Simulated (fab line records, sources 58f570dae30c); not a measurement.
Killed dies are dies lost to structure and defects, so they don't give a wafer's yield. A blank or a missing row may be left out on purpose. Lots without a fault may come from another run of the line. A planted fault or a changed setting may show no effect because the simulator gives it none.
A struck lot beside a sound one | flow berkeley_cmos170 | 14 steps out of a route of 331
Sound: wafers L980.4, L980.5, L980.6. Struck: wafers L983.1, L983.4, L983.5. The cause comes at the end.
At each step with rows: each side's tool, then ch and its chambers, then its first start. Under that, the readings that differ: sound wafers | struck wafers | difference of the means | sigmas: that difference in standard deviations of wafers without a fault.
alike: readings whose means differ by less than 2 such deviations, and words and numbers that are the same on both sides. not compared: withheld readings, readings that some wafer has no value for, bounds like >300 that may hide the same value, and numbers for which the record gives no deviation and whose values overlap.
The two part at a step that has a row with sigmas, a row that says differs or no value, or rows on one side only. Numbers that don't overlap but have no deviation are shown without sigmas and don't part them. A reading that every wafer of one side lacks parts them only if that side has two wafers or more.

UCB170_SILICIDE_RS_MEAS_02: measures by four-point-probe.
  sound on film_metro-02, day 9 02:04; struck on film_metro-03, day 10 05:15
  alike: SILICIDE_TI_RS
UCB170_SILICIDE_THK_MEAS_03: measures by xrf.
  sound on film_metro-02, day 9 02:10; struck on film_metro-03, day 10 05:22
  alike: SILICIDE_TI_THK
UCB170_SILICIDE_RTA_04: time 15 s.
  sound on rtp_anneal-01 ch 0, day 9 02:14; struck on rtp_anneal-01 ch 0, day 10 05:26
  alike: anneal_temp_c_max, chamber_o2_ppm, lamp_power_pct, wafer_temp_C_max
then, 3 steps without rows for these wafers: UCB170_SILICIDE_WET_ETCH_05 (etches Ti in SPM, time 45 s); UCB170_CONTACT_CLEAN_00 (cleans in SPM, time 600 s); UCB170_CONTACT_CVD_01 (deposits PSG from SiH4/O2/PH3, target thk 700 nm, time 2820 s).
UCB170_CONTACT_THK_MEAS_02:
  sound on film_metro-02, day 9 05:12; struck on film_metro-04, day 10 08:59
  reading              | sound       | struck      | difference | sigmas
  CONTACT_PSG_THK (nm) | 687 691 692 | 705 706 701 | +14        | +2
then, 3 steps without rows for these wafers: UCB170_CONTACT_HMDS_03 (prime time 60 s); UCB170_CONTACT_COAT_04 (resist thk 900 nm); UCB170_CONTACT_SOFTBAKE_05 (time 60 s).
UCB170_CONTACT_STRIP_06: strips in O2.
  sound on plasma_asher-03 ch 0,1, day 9 06:14; struck on plasma_asher-04 ch 0,1, day 10 09:30
  reading                     | sound       | struck      | difference | sigmas
  drypump_motor_current_A (A) | 5.1 5.3 5.1 | 6.2 6.1 5.8 | +0.9       | +2
  alike: oes_product_au, strip_time_to_endpoint_s
  not compared: rf_hours_counter_h
then, 1 step without rows for these wafers: UCB170_CONTACT_CLEAN_07 (cleans in SPM, time 600 s).
UCB170_CONTACT_RTA_08: time 10 s.
  sound on rtp_anneal-02 ch 0, day 9 06:32; struck on rtp_anneal-02, day 10 10:08
  no value came back on the struck wafers for anneal_temp_c_max, chamber_o2_ppm, lamp_power_pct (%), wafer_temp_C_max; on the sound wafers anneal_temp_c_max reads 903.8 903.6 903.8
then, 1 step without rows for these wafers: UCB170_CONTACT_COAT_09.

WHERE THEY PART
First at UCB170_CONTACT_THK_MEAS_02; last, within this record, at UCB170_CONTACT_RTA_08.

WHY: what the simulator had put in
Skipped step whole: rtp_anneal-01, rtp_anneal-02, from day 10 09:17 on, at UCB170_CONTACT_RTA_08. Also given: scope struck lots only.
